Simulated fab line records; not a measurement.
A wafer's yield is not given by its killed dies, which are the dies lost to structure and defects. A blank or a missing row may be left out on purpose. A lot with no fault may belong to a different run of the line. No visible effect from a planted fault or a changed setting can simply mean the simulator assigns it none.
Which tool did it? -- flow rit-cmos -- 15 lots, 45 wafers sampled, at 2 steps of a route of 202

WHAT THE GAUGES SHOWED, per wafer
Not one reading of a measure or inspect step in the record can be checked against a usual standard deviation.

WHICH TOOL RAN EACH LOT (tool, then ch and the chambers of the sampled wafers, then the start)
lot,RIT_M1_HARDBAKE_11,RIT_M1_PROBE_99
L340,"litho-track-04 ch 0, day 3 11:01",-
L341,"litho-track-01 ch 0, day 3 13:24",-
L342,"litho-track-04 ch 0, day 3 22:49",-
L343,"litho-track-04 ch 0, day 4 01:32",-
L344,"litho-track-04 ch 0, day 4 05:17",-
L345,"litho-track-04 ch 0, day 4 09:35",-
L346,"litho-track-04 ch 0, day 4 14:29",-
L347,"litho-track-02 ch 0, day 4 18:04",-
L348,"litho-track-04 ch 0, day 5 03:02",-
L350,"litho-track-01 ch 0, day 5 13:38",-
L354,"litho-track-04 ch 0, day 6 09:31","prober-01, day 6 12:13"
L355,"litho-track-04 ch 0, day 6 12:52","prober-02, day 6 15:25"
L358,"litho-track-04 ch 0, day 7 06:05",-
L362,"litho-track-01 ch 0, day 8 03:32","prober-01, day 8 06:17"
L363,"litho-track-01 ch 0, day 8 08:07","prober-02, day 8 10:37"
- RIT_M1_HARDBAKE_11: time 120 s.
- RIT_M1_PROBE_99

WHAT THE TOOLS THEMSELVES READ (means of the sampled wafers that have a number; where no wafer has one, the mark that the record gives instead)
RIT_M1_HARDBAKE_11. Usual: heater-power-total-W 52.03 W, standard deviation 0.059; plate-temp-C 140.02 C, standard deviation 0.17.
lot,tool,heater-power-total-W (W),plate-temp-C (C),flag
L340,litho-track-04,52.06,140.15,
L341,litho-track-01,52.08,139.90,
L342,litho-track-04,52.00,140.07,
L343,litho-track-04,52.03,139.95,
L344,litho-track-04,52.08,139.88,
L345,litho-track-04,52.01,140.01,
L346,litho-track-04,52.09,140.16,
L347,litho-track-02,51.97,139.90,
L348,litho-track-04,52.03,139.87,
L350,litho-track-01,52.00,139.92,
L354,litho-track-04,49.48,134.62,OFF
L355,litho-track-04,49.42,134.52,OFF
L358,litho-track-04,49.39,134.48,OFF
L362,litho-track-01,51.99,140.11,
L363,litho-track-01,52.05,139.97,

RIT_M1_PROBE_99. Usual: defect-limited-yield 97.4 %, standard deviation 1.2; killed_at_M0_to_M3 0.0, standard deviation 0.18; killed-at-contacts 0.1, standard deviation 0.32; killed-at-front-end 7, standard deviation 3; killed-dies 7, standard deviation 3.1; killed-open 3.3, standard deviation 1.8; killed-short 3.6, standard deviation 2; sort_bin_3_pad_short 0.1 %, standard deviation 0.22; sort_bin_5_function 1.4 %, standard deviation 0.84; sort_bin_6_memory 1.0 %, standard deviation 0.67; sort-n-pass 257, standard deviation 3.1; sort-yield-pct 97.4 %, standard deviation 1.2.
lot,tool,defect-limited-yield (%),killed_at_M0_to_M3,killed-at-contacts,killed-at-front-end,killed-dies,killed-open,killed-short,sort_bin_3_pad_short (%),sort_bin_5_function (%),sort_bin_6_memory (%),sort-n-pass,sort-yield-pct (%),flag
L354,prober-01,98.1,0.0,0.0,5,5,1.7,3.3,0.1,1.3,0.5,259,98.1,
L355,prober-02,97.5,0.0,0.0,7,7,4.7,2.0,0.0,1.6,0.9,257,97.5,
L362,prober-01,97.2,0.0,0.0,7,7,3.7,3.3,0.7,1.0,1.2,257,97.2,
L363,prober-02,96.3,0.0,0.0,10,10,4.0,5.7,0.1,2.3,1.3,254,96.3,

THE ANSWER, worked out from the rows above alone
Rule: a lot counts as off when the mean over its wafers that have a number is more than 3 standard deviations away from the usual mean. A lot without any number at a reading at which 4 lots or more have one is off too. Any other lot the step has rows for is counted as sound. First the gauges in route order, then the tools' own readings, where a lot's mean is used as printed above. The first step at which some lot is off is used, and at that step the reading that is off furthest; a lot without a number counts as furthest.
Off, at RIT_M1_HARDBAKE_11 on heater-power-total-W: L354, L355, L358.
If a tool, at that step or one of the process steps before it, ran each lot that is off and ran no sound lot following the first of them, it fits. One candidate fits, namely litho-track-04 at RIT_M1_HARDBAKE_11. Its last sound lot is L348 (day 5 03:02), its first lot that is off L354 (day 6 09:31): a fault that began between those two fits.
The tool's own readings at RIT_M1_HARDBAKE_11 bear it out: on the lots that are off they differ by more than 5 times the standard deviation of the sound lots' means. heater-power-total-W reads 49.43 W there against 52.03 W on the sound lots; plate-temp-C reads 134.54 C there against 139.99 C on the sound lots.

WHAT THE SIMULATOR HAD INSERTED
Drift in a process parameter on litho-track-04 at RIT_M1_HARDBAKE_11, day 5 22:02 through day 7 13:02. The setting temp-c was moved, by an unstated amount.
Lots struck among those shown: L354, L355, L358. The rule given above showed the same thing.
